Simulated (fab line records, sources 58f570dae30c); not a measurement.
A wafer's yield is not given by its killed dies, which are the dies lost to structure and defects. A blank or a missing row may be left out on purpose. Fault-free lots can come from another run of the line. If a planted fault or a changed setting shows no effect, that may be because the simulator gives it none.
Chamber matching ; flow berkeley-cmos170 ; UCB170_V2_ETCH_14 on rie-diel-03 has 4 sister chambers
The step etches SiO2 in CHF3/CF4/Ar, stops on Al, target depth 1250 nm, time 291 s. 16 wafers are shown with their chamber, then 8 later ones without.

EACH WAFER AND ITS CHAMBER
wafer;chamber;throttle-valve-pct (%);drypump-motor-current-A (A);oes-product-au (a.u.)
L237.2;3;6.80;5.0;0.862
L237.3;1;7.14;5.1;0.849
L237.4;0;6.86;6.0;0.875
L238.1;2;6.99;5.7;0.885
L238.2;0;6.87;6.0;0.873
L238.3;3;6.79;5.0;0.863
L241.4;0;6.85;6.0;0.876
L241.5;3;6.78;5.0;0.871
L241.6;0;6.87;6.0;0.875
L242.1;0;6.87;6.1;0.873
L242.2;1;7.14;5.0;0.855
L242.6;1;7.14;5.0;0.855
L245.2;1;7.14;5.0;0.867
L245.3;3;6.78;4.9;0.867
L245.4;0;6.86;6.0;0.876
L256.1;3;6.80;5.0;0.864

SIGNATURES, as means of the wafers listed above
reading;chamber 0;chamber 1;chamber 2;chamber 3;scatter within a chamber
throttle-valve-pct;6.8633;7.1400;6.9900;6.7900;0.00782
drypump-motor-current-A;6.017;5.025;5.700;4.980;0.0446
oes-product-au;0.87467;0.85650;0.88500;0.86540;0.00441
Rule: a wafer's distance from a chamber is the root of the sum, over the readings, of the square of ((its reading less the chamber's mean) divided by the reading's scatter). The wafer belongs to the nearest chamber; if the next one is less than 2 further off, it can't be placed. The scatter: take each reading less its chamber's mean, square it, sum over the shown wafers, divide by the number of wafers less the number of chambers, and take the root.

WAFERS WHOSE CHAMBER IS MISSING
wafer;throttle-valve-pct (%);drypump-motor-current-A (A);oes-product-au (a.u.)
L256.2;7.15;5.1;0.851
L256.3;6.97;5.7;0.888
L259.2;6.86;6.0;0.875
L259.4;6.99;5.7;0.888
L259.6;6.86;6.0;0.864
L258.2;6.86;6.0;0.873
L258.3;7.14;5.0;0.856
L258.4;7.00;5.7;0.891

WHICH CHAMBER EACH ONE RAN IN
wafer;from the rows above;in truth
L256.2;1;1
L256.3;2;2
L259.2;0;0
L259.4;2;2
L259.6;0;0
L258.2;0;0
L258.3;1;1
L258.4;2;2
Correctly placed: 8 of 8. Not placeable from these rows: 0. Number placed wrongly: 0.
